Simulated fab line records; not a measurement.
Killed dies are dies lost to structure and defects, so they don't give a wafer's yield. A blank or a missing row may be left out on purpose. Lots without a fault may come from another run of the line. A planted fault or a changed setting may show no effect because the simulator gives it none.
Tool commonality check -- flow rit_cmos -- 36 wafers sampled across 12 lots

== WHAT PROMPTED THE OPENING ==
At RIT_NLDD_TW_MEAS_10 the reading NLDD_TW is flagged on 2 of 12 lots. Fault-free wafers read 2481, with a standard deviation of 19.
Rule: flag the lot when none of its wafers has a number, or when each of its wafers that has one lies beyond 4 standard deviations from that mean. All remaining lots are regarded as sound.

lot,measured,on,"NLDD_TW, wafer by wafer",flag
L504,day 2 20:41,film_metro-02,2494 2496 2505,
L505,day 3 00:55,film_metro-02,2501 2488 2499,
L506,day 3 08:16,film_metro-02,2508 2509 2511,
L507,day 3 13:28,film_metro-04,2456 2450 2441,
L508,day 3 19:46,film_metro-01,2465 2459 2457,
L512,day 4 12:41,film_metro-02,2514 2506 2514,
L515,day 5 03:04,film_metro-02,2691 2681 2697,FLAGGED
L516,day 5 09:46,film_metro-02,2685 2678 2679,FLAGGED
L518,day 5 17:49,film_metro-01,2484 2492 2475,
L523,day 7 00:59,film_metro-02,2496 2473 2482,
L526,day 7 14:29,film_metro-04,2461 2457 2466,
L527,day 7 23:02,film_metro-04,2468 2457 2463,
The mean of the flagged lots' numbers is 2685, +204 from the usual (+11 standard deviations).

== WHICH TOOL RAN EACH LOT ==
Before the reading, the record contains 3 process steps out of a 202-step route. Each cell gives the tool, then ch followed by the chambers the sampled wafers passed through, then the start.
lot,flag,RIT_ACTIVE_ETCH_13,RIT_ACTIVE_STRIP_14,RIT_NLDD_IMPLANT_08
L504,,"rie_diel-02 ch 1,2,3, day 1 14:43","plasma_asher-03 ch 0,1, day 1 14:54","implanter-03 ch 0, day 2 20:23"
L505,,"rie_diel-02 ch 0,3, day 1 20:42","plasma_asher-03 ch 0,1, day 1 20:53","implanter-02 ch 0, day 3 00:38"
L506,,"rie_diel-02 ch 0,2,3, day 2 00:54","plasma_asher-02 ch 0,1, day 2 01:02","implanter-02 ch 0, day 3 07:57"
L507,,"rie_diel-03 ch 1,2, day 2 06:44","plasma_asher-02 ch 1, day 2 06:52","implanter-02 ch 0, day 3 13:09"
L508,,"rie_diel-03 ch 1,2,3, day 2 14:08","plasma_asher-04 ch 0,1, day 2 14:17","implanter-01 ch 0, day 3 19:27"
L512,,"rie_diel-03 ch 0,1, day 3 06:52","plasma_asher-04 ch 0,1, day 3 07:01","implanter-01 ch 0, day 4 12:23"
L515,FLAGGED,"rie_diel-03 ch 1,2, day 3 22:46","plasma_asher-02 ch 0,1, day 3 22:53","implanter-03 ch 0, day 5 02:45"
L516,FLAGGED,"rie_diel-03 ch 0,1,2, day 4 04:04","plasma_asher-02 ch 0,1, day 4 04:11","implanter-03 ch 0, day 5 09:26"
L518,,"rie_diel-03 ch 2,3, day 4 13:44","plasma_asher-04 ch 0,1, day 4 13:52","implanter-01 ch 0, day 5 17:30"
L523,,"rie_diel-03 ch 2,3, day 5 13:47","plasma_asher-03 ch 0,1, day 5 13:55","implanter-01 ch 0, day 7 00:40"
L526,,"rie_diel-04 ch 0,1, day 6 04:53","plasma_asher-02 ch 0, day 6 05:01","implanter-01 ch 0, day 7 14:10"
L527,,"rie_diel-04 ch 0,1,3, day 6 10:38","plasma_asher-04 ch 0,1, day 6 10:46","implanter-01 ch 0, day 7 22:43"
These steps, and what they do:
- RIT_ACTIVE_ETCH_13: etches Si3N4 in SF6, stops on SiO2, time 210 s, target depth 210 nm.
- RIT_ACTIVE_STRIP_14: strips in O2, time 180 s.
- RIT_NLDD_IMPLANT_08
- RIT_NLDD_TW_MEAS_10

== FLAGGED AGAINST TOTAL, ONE TOOL AT A TIME (gauges that did the reading follow at the end) ==
step,tool,lots run,flagged,share of the flagged lots,sound lots run after its first flagged lot
RIT_ACTIVE_ETCH_13,rie_diel-02,3,0,none,-
RIT_ACTIVE_ETCH_13,rie_diel-03,7,2,all,"2 (L518,L523)"
RIT_ACTIVE_ETCH_13,rie_diel-04,2,0,none,-
RIT_ACTIVE_STRIP_14,plasma_asher-02,5,2,all,1 (L526)
RIT_ACTIVE_STRIP_14,plasma_asher-03,3,0,none,-
RIT_ACTIVE_STRIP_14,plasma_asher-04,4,0,none,-
RIT_NLDD_IMPLANT_08,implanter-01,6,0,none,-
RIT_NLDD_IMPLANT_08,implanter-02,3,0,none,-
RIT_NLDD_IMPLANT_08,implanter-03,3,2,all,0
RIT_NLDD_TW_MEAS_10,film_metro-01,2,0,none,-
RIT_NLDD_TW_MEAS_10,film_metro-02,7,2,all,1 (L523)
RIT_NLDD_TW_MEAS_10,film_metro-04,3,0,none,-

== WHAT IS ALLOWED BY THE TABLE ==
4 rows of the table ran every flagged lot: rie_diel-03 at RIT_ACTIVE_ETCH_13, plasma_asher-02 at RIT_ACTIVE_STRIP_14, implanter-03 at RIT_NLDD_IMPLANT_08, film_metro-02 at RIT_NLDD_TW_MEAS_10.
- rie_diel-03 at RIT_ACTIVE_ETCH_13: 2 of its 7 lots flagged. Sound lots followed the first flagged one (L518, L523) on it, something a lasting fault affecting the whole tool could not allow.
- plasma_asher-02 at RIT_ACTIVE_STRIP_14: 2 of its 5 lots flagged. Sound lots followed the first flagged one (L526) on it, something a lasting fault affecting the whole tool could not allow.
- implanter-03 at RIT_NLDD_IMPLANT_08: 2 of its 3 lots flagged. Its last sound lot is L504 (day 2 20:23), its first flagged lot L515 (day 5 02:45): a fault that began between those two fits. Its own readings lie more than 4 standard deviations out on every wafer of the flagged lots: beam_energy_keV, beam_on_s, faraday_current_uA.
- film_metro-02 at RIT_NLDD_TW_MEAS_10: 2 of its 7 lots flagged. Sound lots followed the first flagged one (L523) on it, something a lasting fault affecting the whole tool could not allow.
What remains is a single tool, implanter-03 at RIT_NLDD_IMPLANT_08.

== WHAT WAS PUT IN BY THE SIMULATOR ==
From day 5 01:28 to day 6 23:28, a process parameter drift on implanter-03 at RIT_NLDD_IMPLANT_08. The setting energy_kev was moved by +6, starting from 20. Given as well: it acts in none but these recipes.
Shown lots that were struck: L515, L516. The rule above reached the same finding.
